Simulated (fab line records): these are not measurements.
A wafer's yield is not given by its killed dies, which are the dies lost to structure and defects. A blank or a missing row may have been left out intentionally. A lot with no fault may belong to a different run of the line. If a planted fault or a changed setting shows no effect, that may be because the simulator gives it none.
Comparing a struck lot with a sound one + flow rit cmos + 27 out of 202 route steps
Sound: these wafers, L523.1, L523.3, L523.5. Struck: wafers L528.1, L528.5 (left out: L528.3, a lot-mate that was not struck); the cause follows at the end.
Order at every step that has rows: each side's tool, ch and its chambers, its first start. Under that, the readings that differ: sound wafers + struck wafers + difference of the means + sigmas: that difference in standard deviations of wafers without a fault.
alike: readings with means less than 2 such deviations apart, plus words and numbers identical on both sides. not compared: withheld readings, readings lacking a value on some wafer, bounds such as >300 that could conceal the same value, and numbers that have no deviation in the record and whose values overlap.
The two part at a step that has a row with sigmas, a row that says differs or no value, or rows on one side only. Numbers that have no deviation but don't overlap get no sigmas and don't part them. Lack of a reading on every wafer of one side parts them only where that side has two or more wafers.

first, 4 steps without rows for these wafers: RIT_CONTACT_SOFTBAKE_04 (time 60 s); RIT_CONTACT_EXPOSE_05 (exposes mask M11, target cd 1000 nm); RIT_CONTACT_PEB_06; RIT_CONTACT_DEVELOP_07 (develop time 120 s).
RIT_CONTACT_CD_MEAS_08: target cd 1000 nm.
  sound on cd sem-02 at day 4 09:55; struck on cd sem-02 at day 5 16:41
  alike: cd nm
RIT_CONTACT_OVL_MEAS_09:
  sound on overlay-02 at day 4 10:02; struck on overlay-02 at day 5 16:49
  alike: CONTACT_OVL
then, 1 step without rows for these wafers: RIT_CONTACT_HARDBAKE_10 (time 60 s).
RIT_CONTACT_ETCH_11: etches SiO2 in CHF3/CF4/Ar, stops on TiSi2, target depth 480 nm, time 320 s.
  sound on rie diel-01 ch 0,1,2, day 4 10:13; struck on rie diel-01 ch 0, day 5 16:59
  alike: cf4 flow sccm, drypump motor current A, oes product au, throttle valve pct
  not compared: rf hours counter h
RIT_CONTACT_STRIP_12: strips in O2, time 180 s.
  sound on plasma asher-02 ch 0,1, day 4 10:25; struck on plasma asher-01 ch 1, day 5 17:11
  alike: drypump motor current A
  not compared: rf hours counter h
RIT_CONTACT_CD_MEAS_90: target cd 1000 nm.
  sound on cd sem-01 at day 4 10:35; struck on cd sem-02 at day 5 17:22
  alike: cd nm
then, 2 steps without rows for these wafers: RIT_CONTACT_CLEAN_13 (cleans in SC1, time 600 s); RIT_CONTACT_CLEAN_14 (cleans in SC2, time 600 s).
RIT_M1_SPUTTER_00: material Al, target thk 400 nm, time 500 s.
  sound on pvd sputter-03 at day 4 11:04; struck on pvd sputter-03 at day 5 17:50
| reading                               | sound             | struck      | difference | sigmas |
|---------------------------------------|-------------------|-------------|------------|--------|
| throttle valve pct (%)                | 30.1 32.4 32.4    | 29.4 29.2   | -2.3       | -2     |
| model.Al_of_M1_SPUTTER_00.thk nm (nm) | 390.6 402.7 399.6 | 443.7 442.1 | +45.3      |        |
RIT_M1_RS_MEAS_01: measurement is done with a four-point probe.
  sound on film metro-02 at day 4 11:22; struck on film metro-01 at day 5 18:07
| reading           | sound                | struck        | difference | sigmas |
|-------------------|----------------------|---------------|------------|--------|
| M1_AL_RS (ohm/sq) | 0.0751 0.0728 0.0733 | 0.0661 0.0663 | -0.0075    | -8     |
RIT_M1_THK_MEAS_02: measures by xrf.
  sound on film metro-02 at day 4 11:29; struck on film metro-01 at day 5 18:14
| reading        | sound       | struck  | difference | sigmas |
|----------------|-------------|---------|------------|--------|
| M1_AL_THK (nm) | 391 404 400 | 442 442 | +44        | +8     |
then, 6 steps without rows for these wafers: RIT_M1_HMDS_03 (prime time 60 s); RIT_M1_COAT_04 (resist thk 1300 nm); RIT_M1_SOFTBAKE_05 (time 60 s); RIT_M1_EXPOSE_06 (exposes mask M12, target cd 2600 nm); RIT_M1_PEB_07; RIT_M1_DEVELOP_08 (develop time 64.68 s).
RIT_M1_CD_MEAS_09: target cd 2600 nm.
  sound on cd sem-02 at day 4 12:33; struck on cd sem-01 at day 5 19:19
  alike: cd nm
RIT_M1_OVL_MEAS_10:
  sound on overlay-02 at day 4 12:40; struck on overlay-02 at day 5 19:26
  alike: M1_OVL
then, 1 step without rows for these wafers: RIT_M1_HARDBAKE_11 (time 120 s).
RIT_M1_METAL_ETCH_12: etches Al in Cl2/BCl3, stops on SiO2, time 165 s, target depth 600 nm.
  sound on rie metal-01 ch 0,1, day 4 12:58; struck on rie metal-04 ch 0,1, day 5 19:49
| reading               | sound             | struck      | difference | sigmas |
|-----------------------|-------------------|-------------|------------|--------|
| oes product au (a.u.) | 0.761 0.766 0.764 | 0.818 0.826 | +0.058     | +5     |
  alike: bcl3 flow sccm, drypump motor current A, he backside leak sccm, throttle valve pct
  not compared: rf hours counter h
then, 1 step without rows for these wafers: RIT_M1_STRIP_13 (strips in nmp, time 600 s).
RIT_M1_PROBE_99:
  sound on prober-02 at day 4 16:40; struck on prober-02 at day 5 22:14
| reading                  | sound                  | struck          | difference | sigmas |
|--------------------------|------------------------|-----------------|------------|--------|
| sort_bin_6_memory (%)    | 1.5 0.4 0.4            | 2.7 1.5         | +1.3       | +2     |
| model.etest.m1.rs ohm sq | 0.0743 0.07219 0.07332 | 0.06557 0.06514 | -0.00792   |        |
  alike: defect limited yield, killed at contacts, killed at front end, killed dies, killed open, killed short, sort_bin_3_pad_short, sort_bin_5_function, sort n pass, sort yield pct

WHERE THEY PART
Earliest at RIT_M1_SPUTTER_00; latest, in this record, at RIT_M1_PROBE_99.

WHY: what had been put in by the simulator
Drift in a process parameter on pvd sputter-03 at RIT_M1_SPUTTER_00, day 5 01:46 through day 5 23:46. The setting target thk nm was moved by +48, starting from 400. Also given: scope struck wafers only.
